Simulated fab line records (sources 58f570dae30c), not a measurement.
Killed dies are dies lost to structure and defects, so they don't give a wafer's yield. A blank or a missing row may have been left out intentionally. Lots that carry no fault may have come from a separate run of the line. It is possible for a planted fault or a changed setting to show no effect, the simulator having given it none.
Split-lot study || flow berkeley-cmos170 || 23 wafers read across 5 lots, on a route 331 steps long

THE SPLIT
At UCB170_ZERO_ETCH_06 (etches SiO2 in CHF3/CF4/Ar, time 12 s), the setting over-etch-frac was moved away from the recipe's 1.58 on 5 of the 23 wafers read, by -23.0% to +21.6%. For the rest of the wafers, this setting stayed at what the recipe calls for.

The reading is taken at the split's own step.

THE READING
oes-product-au, in a.u., at UCB170_ZERO_ETCH_06 (etches SiO2 in CHF3/CF4/Ar, time 12 s). A value of 0.613 a.u. with a standard deviation of 0.0096 a.u. is what fault-free wafers of this fab line usually give.

{"wafer": "L075.1", "tool, chamber at the split": "rie-diel-04, 0", "over-etch-frac as run": 1.58, "against the recipe": "recipe", "oes-product-au, a.u.": 0.592, "against lot-mates on the recipe": "-"}
{"wafer": "L075.2", "tool, chamber at the split": "rie-diel-04, 3", "over-etch-frac as run": 1.58, "against the recipe": "recipe", "oes-product-au, a.u.": 0.623, "against lot-mates on the recipe": "-"}
{"wafer": "L075.3", "tool, chamber at the split": "rie-diel-04, 1", "over-etch-frac as run": 1.58, "against the recipe": "recipe", "oes-product-au, a.u.": 0.622, "against lot-mates on the recipe": "-"}
{"wafer": "L075.4", "tool, chamber at the split": "rie-diel-04, 2", "over-etch-frac as run": 1.58, "against the recipe": "recipe", "oes-product-au, a.u.": 0.609, "against lot-mates on the recipe": "-"}
{"wafer": "L075.5", "tool, chamber at the split": "rie-diel-04, 2", "over-etch-frac as run": 1.58, "against the recipe": "recipe", "oes-product-au, a.u.": 0.601, "against lot-mates on the recipe": "-"}
{"wafer": "L077.2", "tool, chamber at the split": "rie-diel-01, 0", "over-etch-frac as run": 1.58, "against the recipe": "recipe", "oes-product-au, a.u.": 0.610, "against lot-mates on the recipe": "-"}
{"wafer": "L077.3", "tool, chamber at the split": "rie-diel-01, 2", "over-etch-frac as run": 1.58, "against the recipe": "recipe", "oes-product-au, a.u.": 0.610, "against lot-mates on the recipe": "-"}
{"wafer": "L077.4", "tool, chamber at the split": "rie-diel-01, 1", "over-etch-frac as run": 1.58, "against the recipe": "recipe", "oes-product-au, a.u.": 0.608, "against lot-mates on the recipe": "-"}
{"wafer": "L077.5", "tool, chamber at the split": "rie-diel-01, 2", "over-etch-frac as run": 1.58, "against the recipe": "recipe", "oes-product-au, a.u.": 0.608, "against lot-mates on the recipe": "-"}
{"wafer": "L077.6", "tool, chamber at the split": "rie-diel-01, 3", "over-etch-frac as run": 1.58, "against the recipe": "recipe", "oes-product-au, a.u.": 0.618, "against lot-mates on the recipe": "-"}
{"wafer": "L081.1", "tool, chamber at the split": "rie-diel-01, 1", "over-etch-frac as run": 1.58, "against the recipe": "recipe", "oes-product-au, a.u.": 0.608, "against lot-mates on the recipe": "-"}
{"wafer": "L081.2", "tool, chamber at the split": "rie-diel-01, 0", "over-etch-frac as run": 1.58, "against the recipe": "recipe", "oes-product-au, a.u.": 0.611, "against lot-mates on the recipe": "-"}
{"wafer": "L081.3", "tool, chamber at the split": "rie-diel-01, 3", "over-etch-frac as run": 1.58, "against the recipe": "recipe", "oes-product-au, a.u.": 0.615, "against lot-mates on the recipe": "-"}
{"wafer": "L083.1", "tool, chamber at the split": "rie-diel-04, 3", "over-etch-frac as run": 1.58, "against the recipe": "recipe", "oes-product-au, a.u.": 0.623, "against lot-mates on the recipe": "-"}
{"wafer": "L083.2", "tool, chamber at the split": "rie-diel-04, 2", "over-etch-frac as run": 1.922, "against the recipe": "+21.6%", "oes-product-au, a.u.": 0.588, "against lot-mates on the recipe": -0.025}
{"wafer": "L083.3", "tool, chamber at the split": "rie-diel-04, 0", "over-etch-frac as run": 1.922, "against the recipe": "+21.6%", "oes-product-au, a.u.": 0.570, "against lot-mates on the recipe": -0.043}
{"wafer": "L083.5", "tool, chamber at the split": "rie-diel-04, 3", "over-etch-frac as run": 1.922, "against the recipe": "+21.6%", "oes-product-au, a.u.": 0.585, "against lot-mates on the recipe": -0.028}
{"wafer": "L083.6", "tool, chamber at the split": "rie-diel-04, 2", "over-etch-frac as run": 1.58, "against the recipe": "recipe", "oes-product-au, a.u.": 0.603, "against lot-mates on the recipe": "-"}
{"wafer": "L085.1", "tool, chamber at the split": "rie-diel-04, 3", "over-etch-frac as run": 1.216, "against the recipe": "-23.0%", "oes-product-au, a.u.": 0.666, "against lot-mates on the recipe": "+0.053"}
{"wafer": "L085.2", "tool, chamber at the split": "rie-diel-04, 2", "over-etch-frac as run": 1.58, "against the recipe": "recipe", "oes-product-au, a.u.": 0.620, "against lot-mates on the recipe": "-"}
{"wafer": "L085.3", "tool, chamber at the split": "rie-diel-04, 0", "over-etch-frac as run": 1.58, "against the recipe": "recipe", "oes-product-au, a.u.": 0.601, "against lot-mates on the recipe": "-"}
{"wafer": "L085.4", "tool, chamber at the split": "rie-diel-04, 1", "over-etch-frac as run": 1.216, "against the recipe": "-23.0%", "oes-product-au, a.u.": 0.667, "against lot-mates on the recipe": "+0.054"}
{"wafer": "L085.5", "tool, chamber at the split": "rie-diel-04, 3", "over-etch-frac as run": 1.58, "against the recipe": "recipe", "oes-product-au, a.u.": 0.619, "against lot-mates on the recipe": "-"}

THE FIT
A straight line over all 23 wafers: oes-product-au changes by -0.00185 a.u. for each +1% of over-etch-frac; r = -0.90; the points scatter about the line by 0.0096 a.u.
The same after taking each lot's own level away (the mean of its wafers on the recipe; 23 wafers): -0.00185 a.u. for each +1%; r = -0.91; scatter 0.0091 a.u.
According to that fit, moving over-etch-frac by its largest amount changes the reading by 0.043 a.u.
Across the lots, their own levels run from 0.6094 to 0.6133 a.u., a range of 0.4 times the standard deviation given above.
Hence the lot-to-lot level has little effect on the slope; both slopes agree.
Check: for one of the wafers moved furthest among these (-23.0%), held out of the fit, the line's prediction against its lot-mates is +0.0415 a.u. Against them it came out at +0.0527 a.u.
Tool readings at the split's step, against how far the setting was moved: oes-product-au r = -0.90.

THESE WAFERS: OTHER SPLITS
These wafers also went through other splits before the reading. Each is held against what the fit with the lots' levels taken away leaves over:
{"other split on the same wafers": "UCB170_ZERO_COAT_01 resist-thk-nm", "wafers away from the commonest value": 8, "r with oes-product-au (lot level and that fit taken away)": -0.08}

FILE'S OWN FIT
oes-product-au changes by -0.00192 a.u. for each +1% of over-etch-frac, r = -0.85.
